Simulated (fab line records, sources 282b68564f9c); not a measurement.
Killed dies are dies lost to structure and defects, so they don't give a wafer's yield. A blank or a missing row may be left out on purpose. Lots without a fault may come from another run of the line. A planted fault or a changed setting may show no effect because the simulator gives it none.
fab line records | flow rit_cmos
record lots=6 wafers=18 last_day=7
route steps=202 shown ACTIVE@1 FOX1@20 FOX2@23 M1@202
lots that met no fault: from a run of the same line without faults
start_h: hours from the record's first day to the start of the lot's first wafer shown | wait_h: hours since the lot's step before | " the same as in the row above | L1.1+2: a row that stands for several wafers | - no value, or no start given | * or withheld: withheld | < > ~ a bound
route shown NAME@n: a module of which the file shows steps, and the number in the route of the first | usual: mean/standard deviation of fault-free wafers | same: alike in all rows | chamber/n: place in a boat | sites: the reading at each site | _std_site: their standard deviation | _edge_site: outer sites' mean less inner sites' | radius_mm: how far each site lies from the wafer's centre | mask NAME#n: copy n | behind: the tool/chamber that last shaped the wafer | hold: why the lot was held/for how many hours/how that ended | device: the transistor (n, p or np) that didn't switch | end of line: the same wafers' tests at the end of the route | a step without rows: its recipe alone | killed: dies lost to structure and defects at the first sort, not the wafer's yield | map: a wafer's dies, x killed, . not, _ none there
set.NAME: the setting as run; set.NAME@STEP: as run at that earlier step | model.NAME: the simulator's own value behind a step, which no gauge read
lots at some steps of the route; a table a step, a row a wafer
services: from which hour (start_h, from the record's first day; less than 0 if before it) a tool's chamber was out of use, for how many hours, and why
## steps
# step RIT_ACTIVE_BOW_MEAS_00
# recipe mode=bow
# usual INCOMING_BOW=0/5.9
# columns lot.wafer tool chamber start_h wait_h INCOMING_BOW[um]
L307.1 film_metro-04 - 60.00 - 2
L307.3 " - " " -4
L307.5 " - " " -8
L315.1 film_metro-03 - 100.00 - -4
L315.3 " - " " 5
L315.6 " - " " -5
L316.4 film_metro-04 - 105.06 - 5
L316.5 " - " " 7
L316.6 " - " " -6
L318.1 film_metro-04 - 115.00 - 1
L318.4 " - " " -11
L318.5 " - " " 3
L319.3 film_metro-03 - 120.04 - 2
L319.4 " - " " 1
L319.6 " - " " -3
L320.3 film_metro-03 - 125.04 - 5
L320.5 " - " " -6
L320.6 " - " " -6
# step RIT_ACTIVE_OXIDATION_01
# recipe temp_c=1000 ambient=O2 target_thk_a=468 ox_time_s=3360
# step RIT_ACTIVE_THK_MEAS_02
# recipe reads=SiO2_of_ACTIVE_OXIDATION_01
# usual ACTIVE_OXIDE_THK=46.8/0.75
# columns lot.wafer tool chamber start_h wait_h ACTIVE_OXIDE_THK[nm]
L307.1 film_metro-03 - 62.78 0.0 46.0
L307.3 " - " " 46.0
L307.5 " - " " 45.7
L315.1 film_metro-03 - 102.05 0.0 46.5
L315.3 " - " " 47.4
L315.6 " - " " 47.2
L316.4 film_metro-03 - 107.16 0.0 47.2
L316.5 " - " " 47.6
L316.6 " - " " 47.0
L318.1 film_metro-04 - 117.05 0.0 46.8
L318.4 " - " " 46.3
L318.5 " - " " 46.7
L319.3 film_metro-03 - 122.07 0.0 47.7
L319.4 " - " " 47.5
L319.6 " - " " 48.2
L320.3 film_metro-03 - 127.07 0.0 46.7
L320.5 " - " " 46.1
L320.6 " - " " 46.3
# step RIT_ACTIVE_CVD_03
# recipe material=Si3N4 target_thk_nm=150 temp_c=810 precursor=SiH2Cl2/NH3 time_s=1500 pressure_mtorr=300 sih2cl2_flow_sccm=60 nh3_flow_sccm=150
# usual pressure_mtorr=299.9/0.6 spike_tc_load_C=834.3/1.5
# columns lot.wafer tool chamber start_h wait_h pressure_mtorr spike_tc_load_C model.Si3N4_of_ACTIVE_CVD_03.thk_nm
L307.1 lpcvd-01 1 62.84 0.1 299.7 836.4 151.2
L307.3 " 1 " " 300.5 837.0 151.2
L307.5 " 1 " " 300.8 838.5 150.4
L315.1 lpcvd-02 0 102.11 0.1 150.4 835.3 119.8
L315.3 " 0 " " 149.8 833.1 120.7
L315.6 " 0 " " 150.3 835.3 120.7
L316.4 lpcvd-02 0 107.19 0.0 150.5 834.8 120.2
L316.5 " 0 " " 150.6 833.8 120
L316.6 " 0 " " 150.9 833.6 120.6
L318.1 lpcvd-01 0 117.11 0.1 300.5 832.9 149.6
L318.4 " 0 " " 300.2 833.0 149.7
L318.5 " 0 " " 301.1 829.6 148.9
L319.3 lpcvd-02 1 122.41 0.3 300.5 832.4 150
L319.4 " 1 " " 300.7 834.1 149.8
L319.6 " 1 " " 300.2 833.2 149.6
L320.3 lpcvd-02 1 127.11 0.0 300.1 833.4 150.1
L320.5 " 1 " " 299.9 833.0 149.7
L320.6 " 1 " " 300.0 833.6 149.6
# step RIT_ACTIVE_THK_MEAS_04
# recipe reads=Si3N4_of_ACTIVE_CVD_03
# usual ACTIVE_NITRIDE_THK=149.5/1.3
# columns lot.wafer tool chamber start_h wait_h ACTIVE_NITRIDE_THK[nm]
L307.1 film_metro-03 - 64.26 0.0 151.2
L307.3 " - " " 151.2
L307.5 " - " " 150.4
L315.1 film_metro-04 - 103.53 0.0 119.7
L315.3 " - " " 120.7
L315.6 " - " " 120.7
L316.4 film_metro-04 - 108.64 0.0 120.2
L316.5 " - " " 120.0
L316.6 " - " " 120.6
L318.1 film_metro-04 - 118.53 0.0 149.6
L318.4 " - " " 149.8
L318.5 " - " " 149.0
L319.3 film_metro-04 - 123.84 0.0 150.0
L319.4 " - " " 149.8
L319.6 " - " " 149.5
L320.3 film_metro-02 - 128.55 0.0 150.0
L320.5 " - " " 149.8
L320.6 " - " " 149.6
# step RIT_ACTIVE_HMDS_05
# recipe prime_time_s=60 prime_temp_c=140
# step RIT_ACTIVE_COAT_06
# recipe resist=NOVOLAK spin_rpm=3250 resist_thk_nm=1000
# step RIT_ACTIVE_SOFTBAKE_07
# recipe resist=NOVOLAK temp_c=90 time_s=60
# step RIT_ACTIVE_EXPOSE_08
# recipe mask_id=M1 na=0.6 source_shape=conventional sigma_outer=0.6 target_cd_nm=1400 dose_mj=225
# step RIT_ACTIVE_PEB_09
# recipe resist=NOVOLAK temp_c=withheld time_s=withheld
# step RIT_ACTIVE_DEVELOP_10
# recipe resist=NOVOLAK develop_time_s=50 dev_temp_c=23
# step RIT_ACTIVE_CD_MEAS_11
# recipe target_cd_nm=1400
# usual cd_nm=1400.7/2.5
# columns lot.wafer tool chamber start_h wait_h cd_nm
L307.1 cd_sem-02 - 65.17 - 1398.8
L307.3 " - " " 1401.0
L307.5 " - " " 1399.1
L315.1 cd_sem-02 - 104.44 - 1400.6
L315.3 " - " " 1402.7
L315.6 " - " " 1404.0
L316.4 cd_sem-02 - 109.71 - 1401.1
L316.5 " - " " 1402.2
L316.6 " - " " 1402.2
L318.1 cd_sem-01 - 119.44 - 1398.0
L318.4 " - " " 1398.9
L318.5 " - " " 1398.4
L319.3 cd_sem-02 - 124.91 - 1397.8
L319.4 " - " " 1399.4
L319.6 " - " " 1397.4
L320.3 cd_sem-02 - 129.60 - 1401.4
L320.5 " - " " 1400.9
L320.6 " - " " 1402.6
# step RIT_ACTIVE_HARDBAKE_12
# recipe resist=NOVOLAK temp_c=140 time_s=60
# step RIT_ACTIVE_ETCH_13
# recipe stop_on=SiO2 chemistry=SF6 target=Si3N4 time_s=210 over_etch_frac=0.4 SF6_flow_sccm=200 pressure_mtorr=260 rf_w=125 target_depth_a=2100
# usual drypump_motor_current_A=5.9/0.48 oes_product_au=0.814/0.012 rf_fwd_power_W=124.6/0.36 throttle_valve_pct=7.54/0.18
# columns lot.wafer tool chamber start_h wait_h drypump_motor_current_A oes_product_au rf_fwd_power_W rf_hours_counter_h throttle_valve_pct model.etch.depth_nm model.ACTIVE.feature_depth_nm
L307.1 rie_diel-04 1 65.44 0.1 6.6 0.820 124.6 6 7.50 151.2 152.2
L307.3 " 0 " " 5.9 0.819 124.3 117 7.65 151.2 151.5
L307.5 " 1 " " 6.6 0.818 124.0 - 7.50 150.4 151.4
L315.1 rie_diel-02 3 104.71 0.1 5.2 0.727 124.7 73 7.76 119.8 119.8
L315.3 " 2 " " 6.4 0.730 124.9 4 7.23 120.7 122
L315.6 " 1 " " 6.6 0.747 125.0 - 7.68 120.7 120.8
L316.4 rie_diel-03 3 109.98 0.1 5.5 0.717 124.4 - 7.68 120.2 120.4
L316.5 " 0 " " 5.3 0.731 124.8 - 7.77 120 120.1
L316.6 " 2 " " 6.1 0.715 123.9 - 7.36 120.6 121.7
L318.1 rie_diel-02 3 119.71 0.1 5.2 0.811 124.5 73 7.77 149.6 149.6
L318.4 " 0 " " 6.3 0.799 124.1 0 7.32 149.7 149.7
L318.5 " 0 " " 6.3 0.805 124.9 - 7.31 148.9 148.9
L319.3 rie_diel-04 0 125.14 0.1 5.8 0.816 124.9 118 7.67 150 150.4
L319.4 " 2 " " 5.4 0.830 124.8 1 7.36 149.8 150.1
L319.6 " 3 " " 6.1 0.816 125.1 - 7.39 149.6 149.6
L320.3 rie_diel-03 3 129.83 0.1 5.5 0.806 124.7 3 7.69 150.1 150.2
L320.5 " 1 " " 5.6 0.814 124.8 - 7.45 149.7 149.7
L320.6 " 0 " " 5.3 0.815 124.4 - 7.79 149.6 149.7
# step RIT_ACTIVE_STRIP_14
# recipe chemistry=O2 time_s=180 resist=NOVOLAK platen_temp_c=withheld power_w=500 pressure_mtorr=4000 o2_flow_sccm=4000
# usual drypump_motor_current_A=5.8/0.57
# columns lot.wafer tool chamber start_h wait_h drypump_motor_current_A rf_hours_counter_h
L307.1 plasma_asher-02 0 65.57 0.1 6.6 41
L307.3 " 1 " " 5.7 -
L307.5 " 1 " " 5.7 -
L315.1 plasma_asher-02 1 104.84 0.1 5.7 45
L315.3 " 0 " " 6.6 -
L315.6 " 1 " " 5.7 -
L316.4 plasma_asher-03 0 110.11 0.1 6.4 -
L316.5 " 1 " " 5.2 -
L316.6 " 0 " " 6.4 -
L318.1 plasma_asher-02 0 119.84 0.1 6.6 47
L318.4 " 1 " " 5.7 -
L318.5 " 1 " " 5.7 -
L319.3 plasma_asher-03 0 125.33 0.1 6.4 -
L319.4 " 1 " " 5.3 -
L319.6 " 0 " " 6.3 -
L320.3 plasma_asher-03 0 130.03 0.1 6.4 -
L320.5 " 1 " " 5.3 -
L320.6 " 0 " " 6.4 -
# step RIT_ACTIVE_CD_MEAS_90
# recipe target_cd_nm=1400
# usual cd_nm=1400.7/2.5
# columns lot.wafer tool chamber start_h wait_h cd_nm
L307.1 cd_sem-02 - 65.75 0.1 1398.3
L307.3 " - " " 1401.1
L307.5 " - " " 1398.9
L315.1 cd_sem-01 - 105.02 0.1 1400.5
L315.3 " - " " 1403.2
L315.6 " - " " 1404.0
L316.4 cd_sem-01 - 110.28 0.1 1401.2
L316.5 " - " " 1402.3
L316.6 " - " " 1402.4
L318.1 cd_sem-02 - 120.02 0.1 1398.1
L318.4 " - " " 1399.1
L318.5 " - " " 1398.6
L319.3 cd_sem-01 - 125.48 0.1 1397.5
L319.4 " - " " 1399.4
L319.6 " - " " 1397.3
L320.3 cd_sem-02 - 130.18 0.1 1400.6
L320.5 " - " " 1401.1
L320.6 " - " " 1402.5
# step RIT_ACTIVE_CLEAN_15
# recipe chemistry=SC1 mix=3:3:50 time_s=600 temp_c=75
# step RIT_ACTIVE_CLEAN_16
# recipe chemistry=dHF dilution=50:1 time_s=30
# step RIT_ACTIVE_CLEAN_17
# recipe chemistry=SC2 mix=3:3:50 time_s=600 temp_c=75 dry=n2_spin
# step RIT_FOX1_OXIDATION_00
# recipe temp_c=1100 ambient=H2O target_thk_a=3507 p_h2o_torr=720 ox_time_s=1130
# step RIT_FOX1_THK_MEAS_01
# recipe reads=SiO2_of_FOX1_OXIDATION_00
# usual FOX1_OXIDE_THK=354/6.3
# columns lot.wafer tool chamber start_h wait_h FOX1_OXIDE_THK[nm]
L307.1 film_metro-01 - 68.37 0.0 353
L307.3 " - " " 354
L307.5 " - " " 352
L315.1 film_metro-01 - 107.90 0.0 350
L315.3 " - " " 354
L315.6 " - " " 353
L316.4 film_metro-03 - 112.05 0.0 342
L316.5 " - " " 341
L316.6 " - " " 351
L318.1 film_metro-03 - 123.76 0.0 346
L318.4 " - " " 343
L318.5 " - " " 345
L319.3 film_metro-04 - 128.39 0.0 347
L319.4 " - " " 350
L319.6 " - " " 354
L320.3 film_metro-04 - 134.27 0.0 360
L320.5 " - " " 362
L320.6 " - " " 359
# step RIT_FOX1_WET_ETCH_02
# recipe chemistry=BOE target_depth_nm=350 time_s=390 temp_c=21.5 dry=n2_spin dilution=10:1 target=SiO2
# step RIT_FOX2_OXIDATION_00
# recipe temp_c=1100 ambient=H2O target_thk_a=3507 p_h2o_torr=720 ox_time_s=1130
# step RIT_FOX2_THK_MEAS_01
# recipe reads=SiO2_of_FOX2_OXIDATION_00
# usual FOX2_OXIDE_THK=353/6.1
# columns lot.wafer tool chamber start_h wait_h FOX2_OXIDE_THK[nm]
L307.1 film_metro-04 - 70.76 0.0 353
L307.3 " - " " 351
L307.5 " - " " 350
L315.1 film_metro-01 - 109.39 0.0 357
L315.3 " - " " 360
L315.6 " - " " 352
L316.4 film_metro-01 - 113.56 0.0 345
L316.5 " - " " 347
L316.6 " - " " 348
L318.1 film_metro-01 - 125.59 0.0 348
L318.4 " - " " 347
L318.5 " - " " 350
L319.3 film_metro-04 - 130.78 0.0 360
L319.4 " - " " 354
L319.6 " - " " 356
L320.3 film_metro-02 - 137.09 0.0 351
L320.5 " - " " 348
L320.6 " - " " 351
# step RIT_FOX2_CLEAN_02
# recipe chemistry=dHF dilution=50:1 time_s=180
# columns lot.wafer tool chamber start_h wait_h model.Si3N4_of_ACTIVE_CVD_03.thk_nm
L307.1 wet_bench-02 3 70.82 0.1 132
L307.3 " 3 " " 131.9
L307.5 " 3 " " 131.2
L315.1 wet_bench-04 1 109.45 0.1 100.6
L315.3 " 1 " " 101.6
L315.6 " 1 " " 101.5
L316.4 wet_bench-02 0 113.59 0.0 101
L316.5 " 0 " " 100.7
L316.6 " 0 " " 101.3
L318.1 wet_bench-01 1 125.65 0.1 130.2
L318.4 " 1 " " 130.4
L318.5 " 1 " " 129.5
L319.3 wet_bench-01 0 130.82 0.0 130.8
L319.4 " 0 " " 130.6
L319.6 " 0 " " 130.3
L320.3 wet_bench-04 3 137.13 0.0 130.9
L320.5 " 3 " " 130.5
L320.6 " 3 " " 130.4
# step RIT_FOX2_WET_ETCH_03
# recipe chemistry=H3PO4 target=Si3N4 target_depth_nm=195 temp_c=165 time_s=2700
# step RIT_M1_PROBE_99
# usual killed_at_contacts=0.1/0.24 killed_at_front_end=7.1/3 killed_dies=7.2/3 killed_open=3.7/2 killed_short=3.5/2
# same gross_dies=264 killed_at_M0_to_M3=0 killed_at_M4_up=0 killed_at_back_side=0 killed_at_other=0
# columns lot.wafer tool chamber start_h wait_h killed_at_contacts killed_at_front_end killed_dies killed_open killed_short model.etest.nldd.width_nm model.etest.pldd.width_nm model.etest.nplus_sal.width_nm model.etest.pplus_sal.width_nm
L307.1 prober-01 - 113.86 0.1 0 11 11 9 2 3162 3181 3439 3415
L307.3 prober-01 - 113.96 0.2 0 5 5 2 2 3187 3189 3419 3427
L307.5 prober-01 - 114.06 0.2 0 5 5 3 2 3176 3190 3422 3452
L315.1 prober-01 - 151.06 0.1 0 6 6 4 2 3122 3130 3404 3430
L315.3 prober-01 - 151.16 0.2 0 6 6 3 3 3100 3106 3426 3410
L315.6 prober-01 - 151.31 0.2 0 10 10 6 4 3147 3122 3441 3420
L316.4 prober-02 - 155.33 0.2 0 10 10 7 3 3156 3164 3429 3436
L316.5 prober-02 - 155.38 0.2 0 7 7 4 3 3144 3146 3440 3413
L316.6 prober-02 - 155.43 0.2 0 8 8 4 4 3142 3153 3416 3410
L318.1 prober-02 - 165.45 0.1 0 3 3 0 3 3188 3176 3470 3455
L318.4 prober-02 - 165.60 0.2 0 10 10 5 5 3208 3198 3445 3448
L318.5 prober-02 - 165.65 0.2 0 9 9 2 7 3187 3161 3433 3438
L319.3 prober-01 - 171.65 0.2 0 3 3 1 2 3162 3168 3414 3416
L319.4 prober-01 - 171.70 0.2 1 4 5 4 1 3170 3169 3432 3432
L319.6 prober-01 - 171.80 0.2 0 6 6 4 2 3162 3157 3427 3428
L320.3 prober-02 - 177.72 0.2 0 8 8 5 3 3159 3172 3430 3434
L320.5 prober-02 - 177.82 0.2 0 9 9 4 5 3151 3176 3437 3455
L320.6 prober-02 - 177.87 0.2 0 6 6 4 2 3166 3156 3423 3421
# killed by level:class
L307.1 GATE:geometric_particle:open=3 REOX:geometric_particle:open=3 FOX1:geometric_particle:short=1 FOX1:geometric_particle:open=1 FOX2:geometric_particle:open=1 REOX:geometric_particle:short=1 SILICIDE:geometric_particle:open=1
L307.3 GATE:geometric_particle:short=2 FOX2:geometric_particle:open=1 GATE:geometric_particle:open=1 PLDD:coat_microbubble_printed=1
L307.5 GATE:geometric_particle:open=3 FOX1:geometric_particle:short=1 GATE:geometric_particle:short=1
L315.1 GATE:geometric_particle:open=2 SILICIDE:geometric_particle:open=2 GATE:geometric_particle:short=1 SPACER:geometric_particle:short=1
L315.3 GATE:geometric_particle:open=2 GATE:geometric_particle:short=2 SPACER:geometric_particle:short=1 SILICIDE:geometric_particle:open=1
L315.6 GATE:geometric_particle:open=2 SPACER:geometric_particle:open=2 SILICIDE:geometric_particle:short=2 GATE:geometric_particle:short=1 REOX:geometric_particle:short=1 REOX:geometric_particle:open=1 SILICIDE:geometric_particle:open=1
L316.4 GATE:geometric_particle:open=5 GATE:geometric_particle:short=2 REOX:geometric_particle:open=1 SILICIDE:geometric_particle:short=1 SILICIDE:geometric_particle:open=1
L316.5 GATE:geometric_particle:open=3 FOX2:geometric_particle:short=1 REOX:geometric_particle:short=1 REOX:geometric_particle:open=1 SILICIDE:geometric_particle:short=1
L316.6 GATE:geometric_particle:short=3 GATE:geometric_particle:open=2 REOX:geometric_particle:open=1 REOX:geometric_particle:short=1 SILICIDE:geometric_particle:open=1
L318.1 REOX:geometric_particle:short=2 FOX1:geometric_particle:short=1
L318.4 FOX1:geometric_particle:open=2 FOX1:geometric_particle:short=2 GATE:geometric_particle:open=2 REOX:geometric_particle:short=2 FOX2:geometric_particle:open=1 SILICIDE:geometric_particle:short=1
L318.5 GATE:geometric_particle:short=3 REOX:geometric_particle:open=2 FOX1:geometric_particle:short=1 FOX2:geometric_particle:short=1 REOX:geometric_particle:short=1 SPACER:geometric_particle:short=1
L319.3 FOX2:geometric_particle:open=1 GATE:geometric_particle:short=1 SPACER:geometric_particle:short=1
L319.4 GATE:geometric_particle:open=2 FOX1:geometric_particle:open=1 SILICIDE:geometric_particle:open=1 CONTACT:geometric_particle:short=1
L319.6 GATE:geometric_particle:open=2 FOX1:geometric_particle:open=1 GATE:geometric_particle:short=1 REOX:geometric_particle:short=1 SPACER:geometric_particle:open=1
L320.3 FOX2:geometric_particle:open=3 GATE:geometric_particle:open=2 FOX2:geometric_particle:short=1 GATE:geometric_particle:short=1 SPACER:geometric_particle:short=1
L320.5 SPACER:geometric_particle:short=3 FOX2:geometric_particle:short=2 FOX1:geometric_particle:open=1 GATE:geometric_particle:open=1 SPACER:geometric_particle:open=1 SILICIDE:geometric_particle:open=1
L320.6 FOX1:geometric_particle:open=1 FOX1:geometric_particle:short=1 FOX2:geometric_particle:short=1 GATE:geometric_particle:open=1 REOX:geometric_particle:open=1 SILICIDE:geometric_particle:open=1
## services
# columns tool chamber start_h hours kind
rie_diel-02 - 44.06 15.6 pm
lpcvd-01 - 56.69 6.0 pm
plasma_asher-03 - 66.92 2.8 pm
rie_diel-02 1 71.90 7.7 repair
rie_diel-02 0 75.18 1.3 repair
rie_diel-04 2 82.42 - clean
rie_diel-04 2 82.42 12.5 scheduled_down
rie_diel-04 2 82.42 12.5 vent_cycle
rie_diel-02 0 87.15 - clean
rie_diel-02 0 87.15 15.4 scheduled_down
rie_diel-02 0 87.15 15.4 vent_cycle
rie_diel-02 3 87.56 9.3 repair
rie_diel-03 2 89.44 15.4 repair
rie_diel-03 1 104.86 - clean
rie_diel-03 1 104.86 14.5 scheduled_down
rie_diel-03 1 104.86 14.5 vent_cycle
lpcvd-02 - 116.41 6.0 pm
## key
first_sign step=RIT_ACTIVE_CVD_03 reading=pressure_mtorr direction=down sigmas=99+ usual=299.9 struck=150.4
effect step=RIT_ACTIVE_THK_MEAS_04 reading=ACTIVE_NITRIDE_THK direction=down sigmas=22 usual=149.5 struck=120.3
effect step=RIT_ACTIVE_ETCH_13 reading=oes_product_au direction=down sigmas=7.3 usual=0.814 struck=0.728
model_effect step=RIT_ACTIVE_CVD_03 value=Si3N4_of_ACTIVE_CVD_03.thk_nm without=148.5 struck=120.3
model_effect step=RIT_ACTIVE_ETCH_13 value=etch.depth_nm without=148.5 struck=120.3
model_effect step=RIT_FOX2_CLEAN_02 value=Si3N4_of_ACTIVE_CVD_03.thk_nm without=129.3 struck=101.1
model_effect step=RIT_M1_PROBE_99 value=etest.nldd.width_nm without=3175 struck=3135
met_at RIT_ACTIVE_CVD_03
struck_wafers L315.1,L315.3,L315.6,L316.4,L316.5,L316.6
tester_left_out L315,L316
fault kind=process_parameter_drift tool=lpcvd-02 chamber=0 onset_h=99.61 steps=RIT_ACTIVE_CVD_03 channel=pressure_mtorr offset=-150 shape=step end_h=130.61 acts_in=these_recipes_only stated=300
# tester_left_out: of these lots the tester's yield and bins aren't shown, on N5 and GAA mostly nor the transistor test; their killed dies are dies lost to structure and defects alone, not to doping, threshold or leakage, so they don't give the yield
